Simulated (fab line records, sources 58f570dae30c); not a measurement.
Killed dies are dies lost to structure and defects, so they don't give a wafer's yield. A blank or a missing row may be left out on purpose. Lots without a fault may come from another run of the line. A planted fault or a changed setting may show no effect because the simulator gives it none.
fab line records | flow berkeley_cmos170
record lots=5 wafers=15 last_day=13
route steps=331 shown M2@277 V2@292 M3@309
lots that met no fault: from a run of the same line without faults
start_h: hours from the record's first day to the start of the lot's first wafer shown | wait_h: hours since the lot's step before | " the same as in the row above | L1.1+2: a row that stands for several wafers | - no value, or no start given | * or withheld: withheld | < > ~ a bound
route shown NAME@n: a module of which the file shows steps, and the number in the route of the first | usual: mean/standard deviation of fault-free wafers | same: alike in all rows | chamber/n: place in a boat | sites: the reading at each site | _std_site: their standard deviation | _edge_site: outer sites' mean less inner sites' | radius_mm: how far each site lies from the wafer's centre | mask NAME#n: copy n | behind: the tool/chamber that last shaped the wafer | hold: why the lot was held/for how many hours/how that ended | device: the transistor (n, p or np) that didn't switch | end of line: the same wafers' tests at the end of the route | a step without rows: its recipe alone | killed: dies lost to structure and defects at the first sort, not the wafer's yield | map: a wafer's dies, x killed, . not, _ none there
set.NAME: the setting as run; set.NAME@STEP: as run at that earlier step | model.NAME: the simulator's own value behind a step, which no gauge read
lots at some steps of the route; a table a step, a row a wafer
services: from which hour (start_h, from the record's first day; less than 0 if before it) a tool's chamber was out of use, for how many hours, and why
## steps
# step UCB170_M2_SOFTBAKE_06
# recipe resist=KrF temp_c=130 time_s=60
# columns lot.wafer tool chamber start_h wait_h
L074.3+5+6 litho_track-01 0 182.01 0.1
L084.2+4+5 litho_track-03 0 219.96 0.1
L089.2+5+6 litho_track-04 0 267.63 0.1
L095.1+4+5 litho_track-04 0 292.51 0.1
L096.2+3+5 litho_track-03 0 293.72 0.1
# step UCB170_M2_STRIP_07
# recipe chemistry=O2 power_w=400 pressure_mtorr=3500 platen_temp_c=withheld o2_flow_sccm=400 overash_fraction=0.5
# usual drypump_motor_current_A=5.9/0.48 oes_product_au=0.735/0.0042 strip_time_to_endpoint_s=22.01/0.067
# columns lot.wafer tool chamber start_h wait_h drypump_motor_current_A oes_product_au rf_hours_counter_h strip_time_to_endpoint_s
L074.3 plasma_asher-03 1 182.14 0.1 5.1 0.729 - 21.94
L074.5 " 0 " " 5.8 0.734 - 21.96
L074.6 " 1 " " 5.1 0.737 - 21.93
L084.2 plasma_asher-02 0 220.09 0.1 6.7 0.734 49 22.00
L084.4 " 0 " " 6.7 0.736 - 22.10
L084.5 " 0 " " 6.7 0.739 - 21.97
L089.2 plasma_asher-02 1 267.76 0.1 6.1 0.732 54 22.07
L089.5 " 1 " " 6.0 0.738 - 22.10
L089.6 " 0 " " 6.7 0.736 - 22.08
L095.1 plasma_asher-04 1 292.66 0.1 5.5 0.739 20 22.00
L095.4 " 0 " " 6.1 0.733 - 22.00
L095.5 " 0 " " 6.1 0.731 - 22.06
L096.2 plasma_asher-04 1 293.84 0.1 5.5 0.732 20 21.95
L096.3 " 1 " " 5.5 0.735 - 21.90
L096.5 " 1 " " 5.5 0.733 - 21.97
# step UCB170_M2_STRIP_08
# recipe chemistry=DMSO temp_c=80 time_s=600 material=KrF
# columns lot.wafer tool chamber start_h wait_h
L074.3+5+6 wet_bench-03 0 182.28 0.1
L084.2+4+5 wet_bench-03 1 220.19 0.1
L089.2+5+6 wet_bench-02 3 269.78 2.0
L095.1+4+5 wet_bench-04 0 295.60 2.9
L096.2+3+5 wet_bench-04 0 295.60 1.7
# step UCB170_M2_COAT_09
# recipe resist=BARC temp_c=withheld time_s=withheld spin_rpm=3000 resist_thk_nm=withheld
# columns lot.wafer tool chamber start_h wait_h
L074.3+5+6 litho_track-01 0 182.52 0.1
L084.2+4+5 litho_track-04 0 220.59 0.0
L089.2+5+6 litho_track-04 0 269.99 0.0
L095.1+4+5 litho_track-04 0 295.80 0.0
L096.2+3+5 litho_track-01 0 295.90 0.1
# step UCB170_M2_COAT_10
# recipe resist=KrF spin_rpm=1500 resist_thk_nm=900
# columns lot.wafer tool chamber start_h wait_h
L074.3+5+6 litho_track-01 0 - -
L084.2+4+5 litho_track-04 0 - -
L089.2+5+6 litho_track-04 0 - -
L095.1+4+5 litho_track-04 0 - -
L096.2+3+5 litho_track-01 0 - -
# step UCB170_M2_SOFTBAKE_11
# recipe resist=KrF temp_c=130 time_s=60
# columns lot.wafer tool chamber start_h wait_h
L074.3+5+6 litho_track-01 0 - -
L084.2+4+5 litho_track-04 0 - -
L089.2+5+6 litho_track-04 0 - -
L095.1+4+5 litho_track-04 0 - -
L096.2+3+5 litho_track-01 0 - -
# step UCB170_M2_EXPOSE_12
# recipe mask_id=METAL2 target_cd_nm=700 na=0.5 sigma_outer=0.6 source_shape=conventional dose_mj=26
# usual focus_offset_nm=0.1/0.58
# columns lot.wafer tool chamber start_h wait_h mask focus_offset_nm
L074.3 krf_scanner-02 0 183.08 - METAL2#0 -0.5
L074.5 " 0 " " METAL2#0 0.2
L074.6 " 0 " " METAL2#0 0.8
L084.2 krf_scanner-01 0 221.16 - METAL2#0 0.0
L084.4 " 0 " " METAL2#0 1.1
L084.5 " 0 " " METAL2#0 0.1
L089.2 krf_scanner-01 0 270.44 - METAL2#0 0.5
L089.5 " 0 " " METAL2#0 0.3
L089.6 " 0 " " METAL2#0 -0.1
L095.1 krf_scanner-01 0 296.38 - METAL2#0 0.4
L095.4 " 0 " " METAL2#0 0.0
L095.5 " 0 " " METAL2#0 0.7
L096.2 krf_scanner-01 0 296.51 - METAL2#0 -0.2
L096.3 " 0 " " METAL2#0 0.0
L096.5 " 0 " " METAL2#0 -0.4
# step UCB170_M2_PEB_13
# recipe peb_temp_c=130 peb_time_s=withheld resist=KrF
# columns lot.wafer tool chamber start_h wait_h
L074.3+5+6 litho_track-01 0 183.42 0.3
L084.2+4+5 litho_track-04 0 221.29 0.1
L089.2+5+6 litho_track-03 0 271.08 0.6
L095.1+4+5 litho_track-04 0 296.65 0.3
L096.2+3+5 litho_track-03 0 296.94 0.4
# step UCB170_M2_DEVELOP_14
# recipe developer=TMAH develop_time_s=45 resist=KrF dev_temp_c=21
# usual developer_temp_C=21.00/0.11
# columns lot.wafer tool chamber start_h wait_h developer_temp_C
L074.3 litho_track-01 0 - - 20.84
L074.5 " 0 " " 20.94
L074.6 " 0 " " 20.86
L084.2 litho_track-04 0 - - 21.15
L084.4 " 0 " " 21.07
L084.5 " 0 " " 21.08
L089.2 litho_track-03 0 - - 21.14
L089.5 " 0 " " 20.88
L089.6 " 0 " " 20.91
L095.1 litho_track-04 0 - - 21.01
L095.4 " 0 " " 20.99
L095.5 " 0 " " 20.97
L096.2 litho_track-03 0 - - 21.03
L096.3 " 0 " " 20.84
L096.5 " 0 " " 21.04
# step UCB170_M2_CD_MEAS_15
# recipe target_cd_nm=700
# usual cd_nm=699.7/1.6
# columns lot.wafer tool chamber start_h wait_h cd_nm
L074.3 cd_sem-01 - 183.68 - 701.4
L074.5 " - " " 701.5
L074.6 " - " " 702.9
L084.2 cd_sem-01 - 221.56 - 700.4
L084.4 " - " " 698.6
L084.5 " - " " 698.7
L089.2 cd_sem-01 - 271.35 - 700.8
L089.5 " - " " 699.6
L089.6 " - " " 700.4
L095.1 cd_sem-02 - 296.93 - 699.5
L095.4 " - " " 700.6
L095.5 " - " " 699.6
L096.2 cd_sem-01 - 297.21 - 698.1
L096.3 " - " " 698.2
L096.5 " - " " 698.5
# step UCB170_M2_OVL_MEAS_16
# usual M2_OVL=1/6.5
# columns lot.wafer tool chamber start_h wait_h M2_OVL[nm]
L074.3 overlay-01 - 183.77 0.1 6
L074.5 " - " " 14
L074.6 " - " " 5
L084.2 overlay-02 - 221.66 0.1 2
L084.4 " - " " 10
L084.5 " - " " 7
L089.2 overlay-02 - 271.46 0.1 6
L089.5 " - " " -6
L089.6 " - " " 8
L095.1 overlay-01 - 297.05 0.1 0
L095.4 " - " " 5
L095.5 " - " " 5
L096.2 overlay-02 - 297.31 0.1 -1
L096.3 " - " " 3
L096.5 " - " " 0
# step UCB170_M2_ETCH_17
# recipe chemistry=N2/H2 target_depth_a=withheld overetch_a=withheld target=BARC time_s=withheld source_w=500 bias_w=98.44 pressure_mtorr=30 n2_flow_sccm=100 h2_flow_sccm=200
# usual drypump_motor_current_A=5.7/0.44 oes_product_au=0.994/0.015 throttle_valve_pct=13.25/0.22
# columns lot.wafer tool chamber start_h wait_h drypump_motor_current_A oes_product_au throttle_valve_pct
L074.3 rie_diel-03 1 183.80 0.0 5.3 0.981 12.94
L074.5 " 2 " " 6.0 1.011 12.90
L074.6 " 3 " " 5.0 0.975 13.68
L084.2 rie_diel-04 2 221.69 0.0 5.9 0.982 13.36
L084.4 " 0 " " 6.0 1.002 13.08
L084.5 " 0 " " 5.9 1.003 13.07
L089.2 rie_diel-02 3 271.49 0.0 4.9 0.987 13.41
L089.5 " 3 " " 4.9 0.995 13.42
L089.6 " 1 " " 5.7 0.986 13.14
L095.1 rie_diel-04 0 297.08 0.0 5.9 0.987 13.07
L095.4 " 3 " " 5.7 0.995 13.40
L095.5 " 2 " " 5.9 1.004 13.39
L096.2 rie_diel-03 0 297.34 0.0 6.0 1.011 13.31
L096.3 " 1 " " 5.3 0.982 12.96
L096.5 " 2 " " 6.0 1.012 12.87
# step UCB170_M2_METAL_ETCH_18
# recipe chemistry=Cl2/BCl3 target=Al stop_on=SiO2 pressure_mtorr=12 target_depth_a=11700 over_etch_frac=0.3 time_s=195 icp_w=600 bias_w=120 Cl2_flow_sccm=90 bcl3_flow_sccm=45
# usual drypump_motor_current_A=5.7/0.31 oes_product_au=0.862/0.011 throttle_valve_pct=24.59/0.22
# columns lot.wafer tool chamber start_h wait_h drypump_motor_current_A oes_product_au rf_hours_counter_h throttle_valve_pct
L074.3 rie_metal-04 0 183.90 - 5.7 0.869 - 24.32
L074.5 " 0 " " 5.7 0.867 - 24.32
L074.6 " 1 " " 5.9 0.853 - 24.53
L084.2 rie_metal-02 1 221.80 - 5.7 0.853 - 24.38
L084.4 " 1 " " 5.7 0.850 - 24.38
L084.5 " 1 " " 5.7 0.845 - 24.39
L089.2 rie_metal-01 1 271.53 - 5.9 0.863 12 24.86
L089.5 " 0 " " 5.0 0.866 - 24.77
L089.6 " 1 " " 5.9 0.871 - 24.87
L095.1 rie_metal-02 0 297.12 - 5.7 0.871 1 24.53
L095.4 " 0 " " 5.7 0.865 - 24.55
L095.5 " 0 " " 5.7 0.881 - 24.52
L096.2 rie_metal-01 1 297.39 - 5.9 0.867 13 24.86
L096.3 " 0 " " 5.0 0.875 - 24.78
L096.5 " 1 " " 5.9 0.858 - 24.86
# step UCB170_M2_STRIP_19
# recipe chemistry=O2 power_w=400 pressure_mtorr=3500 platen_temp_c=withheld o2_flow_sccm=400 overash_fraction=0.5
# usual drypump_motor_current_A=6.0/0.51 oes_product_au=0.536/0.013
# columns lot.wafer tool chamber start_h wait_h drypump_motor_current_A oes_product_au rf_hours_counter_h
L074.3 plasma_asher-02 1 184.06 0.1 6.0 0.550 -
L074.5 " 0 " " 6.7 0.542 -
L074.6 " 1 " " 6.1 0.552 -
L084.2 plasma_asher-02 1 222.11 0.2 6.0 0.511 49
L084.4 " 1 " " 6.0 0.526 -
L084.5 " 1 " " 6.0 0.530 -
L089.2 plasma_asher-04 0 271.72 0.1 6.0 0.534 17
L089.5 " 0 " " 6.0 0.521 -
L089.6 " 1 " " 5.5 0.535 -
L095.1 plasma_asher-02 0 297.31 0.1 6.7 0.523 58
L095.4 " 1 " " 6.0 0.529 -
L095.5 " 0 " " 6.7 0.529 -
L096.2 plasma_asher-04 1 297.57 0.1 5.5 0.535 20
L096.3 " 1 " " 5.5 0.523 -
L096.5 " 0 " " 6.1 0.531 -
# step UCB170_M2_CD_MEAS_90
# recipe target_cd_nm=700
# usual cd_nm=698/3.4
# columns lot.wafer tool chamber start_h wait_h cd_nm
L074.3 cd_sem-01 - 184.32 0.2 700
L074.5 " - " " 704
L074.6 " - " " 700
L084.2 cd_sem-02 - 222.23 0.1 699
L084.4 " - " " 697
L084.5 " - " " 696
L089.2 cd_sem-01 - 271.84 0.1 700
L089.5 " - " " 699
L089.6 " - " " 700
L095.1 cd_sem-02 - 297.41 0.1 697
L095.4 " - " " 698
L095.5 " - " " 700
L096.2 cd_sem-02 - 297.69 0.1 699
L096.3 " - " " 695
L096.5 " - " " 699
# step UCB170_V2_CVD_00
# recipe material=SiO2 target_thk_nm=2000 temp_c=390 precursor=TEOS/O2 time_s=250 rf_w=550 pressure_mtorr=9000
# usual heater_power_w=279/69
# columns lot.wafer tool chamber start_h wait_h heater_power_w
L074.3 pecvd-04 1 184.40 0.1 251
L074.5 " 0 " " 270
L074.6 " 1 " " 311
L084.2 pecvd-01 0 222.33 0.1 336
L084.4 " 1 " " 371
L084.5 " 0 " " 252
L089.2 pecvd-01 2 271.94 0.1 221
L089.5 " 1 " " 262
L089.6 " 0 " " 249
L095.1 pecvd-04 0 297.53 0.1 384
L095.4 " 1 " " 195
L095.5 " 0 " " 306
L096.2 pecvd-01 2 297.79 0.1 215
L096.3 " 1 " " 328
L096.5 " 1 " " 263
# step UCB170_V2_THK_MEAS_01
# recipe reads=SiO2_of_V2_CVD_00
# usual V2_TEOS_THK=1991/25
# columns lot.wafer tool chamber start_h wait_h V2_TEOS_THK[nm]
L074.3 film_metro-01 - 184.58 0.1 1964
L074.5 " - " " 2019
L074.6 " - " " 1997
L084.2 film_metro-03 - 222.49 0.1 1988
L084.4 " - " " 1970
L084.5 " - " " 2002
L089.2 film_metro-01 - 272.11 0.1 2002
L089.5 " - " " 2035
L089.6 " - " " 2033
L095.1 film_metro-01 - 297.69 0.1 1996
L095.4 " - " " 2016
L095.5 " - " " 2013
L096.2 film_metro-03 - 297.96 0.1 2000
L096.3 " - " " 1954
L096.5 " - " " 2004
# step UCB170_V2_CMP_02
# recipe material=SiO2 down_force_psi=6 platen_rpm=60 pad_velocity_m_s=0.75398
# usual edge_zone_pressure_frac=1.000/0.0051 motor_current_A=16.2/1.7
# columns lot.wafer tool chamber start_h wait_h edge_zone_pressure_frac motor_current_A
L074.3 cmp-02 2 184.62 0.0 0.999 13.3
L074.6 " 2 " " 0.998 13.4
L074.5 " 3 " " 1.012 16.3
L084.2 cmp-01 2 222.54 0.0 1.000 17.9
L084.4 " 0 " " 1.001 13.8
L084.5 " 3 " " 0.988 16.4
L089.2 cmp-01 3 272.21 0.1 1.002 16.2
L089.5 " 2 " " 1.004 17.2
L089.6 " 3 " " 0.997 16.3
L095.1 cmp-01 1 297.75 0.1 1.001 17.5
L095.4 " 3 " " 1.000 15.4
L095.5 " 2 " " 1.005 17.6
L096.3 cmp-02 0 298.01 0.0 1.000 14.9
L096.2 " 1 " " 0.999 18.7
L096.5 " 1 " " 0.998 18.3
# step UCB170_V2_BOW_MEAS_03
# recipe mode=bow
# usual V2_BOW=39/7.3
# columns lot.wafer tool chamber start_h wait_h V2_BOW[um]
L074.3 film_metro-02 - 184.96 0.3 50
L074.5 " - " " 37
L074.6 " - " " 38
L084.2 film_metro-03 - 222.86 0.3 57
L084.4 " - " " 44
L084.5 " - " " 42
L089.2 film_metro-03 - 272.48 0.2 37
L089.5 " - " " 38
L089.6 " - " " 41
L095.1 film_metro-01 - 298.05 0.2 27
L095.4 " - " " 42
L095.5 " - " " 30
L096.2 film_metro-03 - 298.33 0.2 28
L096.3 " - " " 35
L096.5 " - " " 45
# step UCB170_V2_THK_MEAS_04
# recipe reads=SiO2_of_V2_CVD_00
# usual V2_POLISHED_THK=999.5/1.3
# columns lot.wafer tool chamber start_h wait_h V2_POLISHED_THK[nm]
L074.3 film_metro-02 - 185.06 0.1 1000.3
L074.5 " - " " 998.6
L074.6 " - " " 1001.1
L084.2 film_metro-03 - 222.97 0.1 999.9
L084.4 " - " " 1000.5
L084.5 " - " " 1000.6
L089.2 film_metro-03 - 272.59 0.1 998.2
L089.5 " - " " 998.3
L089.6 " - " " 998.8
L095.1 film_metro-01 - 298.17 0.1 1000.4
L095.4 " - " " 1001.3
L095.5 " - " " 997.9
L096.2 film_metro-03 - 298.44 0.1 997.3
L096.3 " - " " 999.1
L096.5 " - " " 998.9
# step UCB170_V2_CLEAN_05
# recipe chemistry=DIW
# columns lot.wafer tool chamber start_h wait_h
L074.3+5+6 wet_bench-03 3 185.26 0.2
L084.2+4+5 wet_bench-03 1 223.02 0.0
L089.2+5+6 wet_bench-03 0 272.68 0.1
L095.1+4+5 wet_bench-01 3 300.77 2.6
L096.2+3+5 wet_bench-01 3 300.77 2.3
# step UCB170_V2_HMDS_06
# recipe prime_time_s=60 prime_temp_c=100
# usual prime_temp_c=100.01/0.13
# columns lot.wafer tool chamber start_h wait_h prime_temp_c
L074.3 litho_track-02 0 185.66 0.2 100.01
L074.5 " 0 " " 99.92
L074.6 " 0 " " 100.05
L084.2 litho_track-02 0 223.99 0.6 100.07
L084.4 " 0 " " 100.13
L084.5 " 0 " " 100.31
L089.2 litho_track-02 0 273.85 1.0 99.98
L089.5 " 0 " " 99.85
L089.6 " 0 " " 99.92
L095.1 litho_track-01 0 300.94 0.0 100.01
L095.4 " 0 " " 100.07
L095.5 " 0 " " 100.28
L096.2 litho_track-02 0 300.97 0.0 100.06
L096.3 " 0 " " 100.15
L096.5 " 0 " " 100.22
# step UCB170_V2_COAT_07
# recipe resist=KrF spin_rpm=1500 resist_thk_nm=900
# columns lot.wafer tool chamber start_h wait_h
L074.3+5+6 litho_track-02 0 185.81 0.1
L084.2+4+5 litho_track-02 0 224.14 0.1
L089.2+5+6 litho_track-02 0 274.00 0.1
L095.1+4+5 litho_track-01 0 301.09 0.1
L096.2+3+5 litho_track-02 0 301.12 0.1
# step UCB170_V2_SOFTBAKE_08
# recipe resist=KrF temp_c=130 time_s=60
# columns lot.wafer tool chamber start_h wait_h
L074.3+5+6 litho_track-02 0 185.96 0.1
L084.2+4+5 litho_track-02 0 224.29 0.1
L089.2+5+6 litho_track-02 0 274.15 0.1
L095.1+4+5 litho_track-01 0 301.24 0.1
L096.2+3+5 litho_track-02 0 301.27 0.1
# step UCB170_V2_EXPOSE_09
# recipe mask_id=VIA2 target_cd_nm=700 na=0.5 sigma_outer=0.6 source_shape=conventional dose_mj=37
# usual focus_offset_nm=0.0/0.54
# columns lot.wafer tool chamber start_h wait_h mask focus_offset_nm
L074.3 krf_scanner-02 0 186.10 0.1 VIA2#0 0.0
L074.5 " 0 " " VIA2#0 0.8
L074.6 " 0 " " VIA2#0 0.4
L084.2 krf_scanner-01 0 224.56 0.2 VIA2#0 -0.8
L084.4 " 0 " " VIA2#0 0.0
L084.5 " 0 " " VIA2#0 -0.7
L089.2 krf_scanner-01 0 274.42 0.2 VIA2#0 0.0
L089.5 " 0 " " VIA2#0 0.2
L089.6 " 0 " " VIA2#0 0.2
L095.1 krf_scanner-02 0 301.39 0.1 VIA2#0 -0.1
L095.4 " 0 " " VIA2#0 -0.4
L095.5 " 0 " " VIA2#0 -0.3
L096.2 krf_scanner-01 0 301.65 0.4 VIA2#0 -0.3
L096.3 " 0 " " VIA2#0 -0.2
L096.5 " 0 " " VIA2#0 -1.1
# step UCB170_V2_PEB_10
# recipe peb_temp_c=130 peb_time_s=withheld resist=KrF
# columns lot.wafer tool chamber start_h wait_h
L074.3+5+6 litho_track-02 0 186.56 0.4
L084.2+4+5 litho_track-04 0 224.79 0.2
L089.2+5+6 litho_track-02 0 275.12 0.7
L095.1+4+5 litho_track-01 0 302.29 0.9
L096.2+3+5 litho_track-01 0 302.59 0.9
# step UCB170_V2_DEVELOP_11
# recipe developer=TMAH develop_time_s=45 resist=KrF dev_temp_c=21
# usual developer_temp_C=21.00/0.095
# columns lot.wafer tool chamber start_h wait_h developer_temp_C
L074.3 litho_track-02 0 - - 21.15
L074.5 " 0 " " 20.92
L074.6 " 0 " " 21.02
L084.2 litho_track-04 0 - - 20.88
L084.4 " 0 " " 20.82
L084.5 " 0 " " 21.05
L089.2 litho_track-02 0 - - 21.08
L089.5 " 0 " " 20.90
L089.6 " 0 " " 20.85
L095.1 litho_track-01 0 - - 20.87
L095.4 " 0 " " 20.86
L095.5 " 0 " " 20.80
L096.2 litho_track-01 0 - - 21.18
L096.3 " 0 " " 20.98
L096.5 " 0 " " 20.93
# step UCB170_V2_CD_MEAS_12
# recipe target_cd_nm=700
# usual cd_nm=700.1/1.4
# columns lot.wafer tool chamber start_h wait_h cd_nm
L074.3 cd_sem-01 - 186.83 - 702.0
L074.5 " - " " 700.1
L074.6 " - " " 700.5
L084.2 cd_sem-02 - 225.11 - 702.4
L084.4 " - " " 702.6
L084.5 " - " " 703.6
L089.2 cd_sem-02 - 275.39 - 699.5
L089.5 " - " " 701.3
L089.6 " - " " 700.4
L095.1 cd_sem-01 - 302.57 - 700.4
L095.4 " - " " 698.8
L095.5 " - " " 699.9
L096.2 cd_sem-02 - 302.86 - 699.2
L096.3 " - " " 698.5
L096.5 " - " " 700.5
# step UCB170_V2_OVL_MEAS_13
# usual V2_OVL=0/4.3
# columns lot.wafer tool chamber start_h wait_h V2_OVL[nm]
L074.3 overlay-01 - 186.92 0.1 -2
L074.5 " - " " 1
L074.6 " - " " 1
L084.2 overlay-01 - 225.21 0.1 -1
L084.4 " - " " 2
L084.5 " - " " -1
L089.2 overlay-02 - 275.50 0.1 -2
L089.5 " - " " 5
L089.6 " - " " -4
L095.1 overlay-02 - 302.69 0.1 -7
L095.4 " - " " -5
L095.5 " - " " -6
L096.2 overlay-02 - 302.97 0.1 3
L096.3 " - " " -3
L096.5 " - " " -6
# step UCB170_V2_ETCH_14
# recipe chemistry=CHF3/CF4/Ar target=SiO2 stop_on=Al CHF3_flow_sccm=45 cf4_flow_sccm=15 Ar_flow_sccm=150 pressure_mtorr=200 rf_w=700 target_depth_a=12500 over_etch_frac=0.25 time_s=291
# usual drypump_motor_current_A=5.5/0.4 oes_product_au=0.873/0.013 throttle_valve_pct=6.94/0.11
# columns lot.wafer tool chamber start_h wait_h drypump_motor_current_A oes_product_au rf_hours_counter_h throttle_valve_pct
L074.3 rie_diel-01 1 186.94 0.0 5.1 0.868 18 6.95
L074.5 " 3 " " 5.1 0.868 - 6.96
L074.6 " 0 " " 5.4 0.873 - 6.92
L084.2 rie_diel-03 1 225.24 0.0 5.3 0.864 19 6.71
L084.4 " 1 " " 5.3 0.864 - 6.72
L084.5 " 0 " " 5.9 0.892 - 6.96
L089.2 rie_diel-02 1 275.53 0.0 5.7 0.874 43 6.89
L089.5 " 0 " " 5.8 0.866 - 6.96
L089.6 " 1 " " 5.7 0.883 - 6.92
L095.1 rie_diel-02 0 302.72 0.0 5.8 0.868 16 6.97
L095.4 " 1 " " 5.7 0.877 45 6.89
L095.5 " 0 " " 5.8 0.870 - 6.96
L096.2 rie_diel-01 0 303.00 0.0 5.4 0.872 84 6.91
L096.3 " 0 " " 5.4 0.875 - 6.91
L096.5 " 0 " " 5.4 0.875 - 6.91
# step UCB170_V2_STRIP_15
# recipe chemistry=O2 power_w=400 pressure_mtorr=3500 platen_temp_c=withheld o2_flow_sccm=384.1 overash_fraction=0.5
# usual drypump_motor_current_A=5.5/0.5 oes_product_au=0.719/0.0044 strip_time_to_endpoint_s=15.49/0.12
# columns lot.wafer tool chamber start_h wait_h drypump_motor_current_A oes_product_au rf_hours_counter_h strip_time_to_endpoint_s
L074.3 plasma_asher-03 1 187.15 0.1 5.1 0.716 - 15.52
L074.5 " 0 " " 5.8 0.712 - 15.52
L074.6 " 1 " " 5.1 0.717 - 15.57
L084.2 plasma_asher-03 1 225.42 0.1 5.1 0.720 45 15.42
L084.4 " 1 " " 5.1 0.718 - 15.51
L084.5 " 0 " " 5.8 0.718 - 15.37
L089.2 plasma_asher-02 0 275.71 0.1 6.7 0.713 55 15.54
L089.5 " 0 " " 6.7 0.712 - 15.51
L089.6 " 1 " " 6.0 0.714 - 15.46
L095.1 plasma_asher-01 1 302.90 0.1 5.6 0.718 58 15.47
L095.4 " 0 " " 5.0 0.719 - 15.49
L095.5 " 1 " " 5.6 0.732 - 15.59
L096.2 plasma_asher-03 1 303.26 0.2 5.1 0.722 53 15.75
L096.3 " 1 " " 5.1 0.724 - 15.63
L096.5 " 1 " " 5.1 0.713 - 15.58
# step UCB170_V2_CD_MEAS_90
# recipe target_cd_nm=700
# usual cd_nm=700.0/1.5
# columns lot.wafer tool chamber start_h wait_h cd_nm
L074.3 cd_sem-01 - 187.26 0.1 702.6
L074.5 " - " " 699.5
L074.6 " - " " 699.3
L084.2 cd_sem-02 - 225.54 0.1 701.8
L084.4 " - " " 702.3
L084.5 " - " " 702.9
L089.2 cd_sem-02 - 275.83 0.1 699.3
L089.5 " - " " 701.5
L089.6 " - " " 699.5
L095.1 cd_sem-01 - 303.00 0.1 700.7
L095.4 " - " " 698.4
L095.5 " - " " 699.6
L096.2 cd_sem-02 - 303.38 0.1 699.7
L096.3 " - " " 699.3
L096.5 " - " " 700.3
# step UCB170_M3_PRE_CLEAN_00
# recipe gas=Ar preclean_etch_time_s=60
# columns lot.wafer tool chamber start_h wait_h
L074.3+5+6 pvd_sputter-03 - 187.34 0.1
L084.2+4+5 pvd_sputter-01 - 225.64 0.1
L089.2+5+6 pvd_sputter-03 - 275.93 0.1
L095.1+4+5 pvd_sputter-01 - 303.12 0.1
L096.2+3+5 pvd_sputter-02 - 303.48 0.1
# step UCB170_M3_SPUTTER_01
# recipe material=Al target_thk_nm=900 time_s=120 power_w=6000 chamber_pressure_pa=0.5
# usual throttle_valve_pct=30.1/0.98
# columns lot.wafer tool chamber start_h wait_h throttle_valve_pct
L074.3 pvd_sputter-03 - 187.41 0.0 29.4
L074.5 " - " " 29.5
L074.6 " - " " 30.4
L084.2 pvd_sputter-01 - 225.71 0.0 31.2
L084.4 " - " " 29.7
L084.5 " - " " 31.0
L089.2 pvd_sputter-03 - 275.99 0.0 29.5
L089.5 " - " " 29.4
L089.6 " - " " 30.4
L095.1 pvd_sputter-01 - 303.19 0.0 30.2
L095.4 " - " " 31.1
L095.5 " - " " 31.4
L096.2 pvd_sputter-02 - 303.55 0.0 30.2
L096.3 " - " " 29.1
L096.5 " - " " 30.3
# step UCB170_M3_RS_MEAS_02
# recipe thk_meas_gauge=four-point-probe reads=Al_of_M3_SPUTTER_01
# usual M3_AL_RS=0.0322/0.00031
# columns lot.wafer tool chamber start_h wait_h M3_AL_RS[ohm/sq]
L074.3 film_metro-01 - 187.53 0.1 0.0321
L074.5 " - " " 0.0323
L074.6 " - " " 0.0326
L084.2 film_metro-03 - 225.81 0.1 0.0321
L084.4 " - " " 0.0325
L084.5 " - " " 0.0321
L089.2 film_metro-03 - 276.10 0.1 0.0325
L089.5 " - " " 0.0319
L089.6 " - " " 0.0320
L095.1 film_metro-01 - 303.27 0.0 0.0325
L095.4 " - " " 0.0316
L095.5 " - " " 0.0318
L096.2 film_metro-03 - 303.65 0.1 0.0326
L096.3 " - " " 0.0326
L096.5 " - " " 0.0326
# step UCB170_M3_THK_MEAS_03
# recipe thk_meas_gauge=xrf reads=Al_of_M3_SPUTTER_01
# usual M3_AL_THK=881/10
# columns lot.wafer tool chamber start_h wait_h M3_AL_THK[nm]
L074.3 film_metro-01 - 187.63 0.1 883
L074.5 " - " " 881
L074.6 " - " " 870
L084.2 film_metro-03 - 225.92 0.1 870
L084.4 " - " " 864
L084.5 " - " " 873
L089.2 film_metro-03 - 276.21 0.1 865
L089.5 " - " " 882
L089.6 " - " " 881
L095.1 film_metro-01 - 303.39 0.1 873
L095.4 " - " " 896
L095.5 " - " " 890
L096.2 film_metro-03 - 303.76 0.1 863
L096.3 " - " " 857
L096.5 " - " " 859
# step UCB170_M3_HMDS_04
# recipe prime_time_s=60 prime_temp_c=100
# usual prime_temp_c=99.99/0.13
# columns lot.wafer tool chamber start_h wait_h prime_temp_c
L074.3 litho_track-02 0 188.46 0.8 100.10
L074.5 " 0 " " 100.04
L074.6 " 0 " " 100.19
L084.2 litho_track-03 0 226.15 0.2 99.98
L084.4 " 0 " " 99.94
L084.5 " 0 " " 99.95
L089.2 litho_track-02 0 276.57 0.4 100.03
L089.5 " 0 " " 100.11
L089.6 " 0 " " 100.06
L095.1 litho_track-01 0 304.12 0.7 100.00
L095.4 " 0 " " 99.91
L095.5 " 0 " " 99.79
L096.2 litho_track-03 0 304.39 0.6 100.08
L096.3 " 0 " " 99.94
L096.5 " 0 " " 100.09
# step UCB170_M3_COAT_05
# recipe resist=KrF spin_rpm=1500 resist_thk_nm=900
# columns lot.wafer tool chamber start_h wait_h
L074.3+5+6 litho_track-02 0 188.61 0.1
L084.2+4+5 litho_track-03 0 226.30 0.1
L089.2+5+6 litho_track-02 0 276.72 0.1
L095.1+4+5 litho_track-01 0 304.27 0.1
L096.2+3+5 litho_track-03 0 304.54 0.1
# step UCB170_M3_SOFTBAKE_06
# recipe resist=KrF temp_c=130 time_s=60
# columns lot.wafer tool chamber start_h wait_h
L074.3+5+6 litho_track-02 0 188.76 0.1
L084.2+4+5 litho_track-03 0 226.45 0.1
L089.2+5+6 litho_track-02 0 276.87 0.1
L095.1+4+5 litho_track-01 0 304.42 0.1
L096.2+3+5 litho_track-03 0 304.69 0.1
## services
# columns tool chamber start_h hours kind
rie_metal-01 - 163.53 0.2 repair
krf_scanner-02 - 171.71 0.8 pm
krf_scanner-01 - 175.98 0.8 pm
cmp-01 - 178.59 3.8 pm
cmp-01 - 183.01 3.9 repair
krf_scanner-02 - 184.67 1.3 pm
cmp-02 - 198.35 27.4 repair
pvd_sputter-01 - 212.00 4.6 repair
rie_diel-03 2 223.10 16.4 repair
cmp-01 - 231.12 0.6 repair
rie_diel-02 2 243.03 4.0 repair
rie_diel-03 - 258.88 0.2 repair
krf_scanner-02 - 258.97 1.0 pm
cmp-01 - 262.91 1.1 repair
pvd_sputter-03 - 265.06 2.6 repair
pvd_sputter-03 - 266.34 1.8 repair
wet_bench-03 - 267.35 4.1 repair
rie_diel-02 2 269.27 8.1 repair
krf_scanner-01 - 272.19 1.3 pm
cmp-01 - 273.32 1.6 repair
cmp-01 - 273.97 4.1 repair
plasma_asher-04 - 278.97 1.5 repair
rie_diel-03 - 287.21 2.8 pm
krf_scanner-01 - 291.11 0.3 repair
## key
fault none
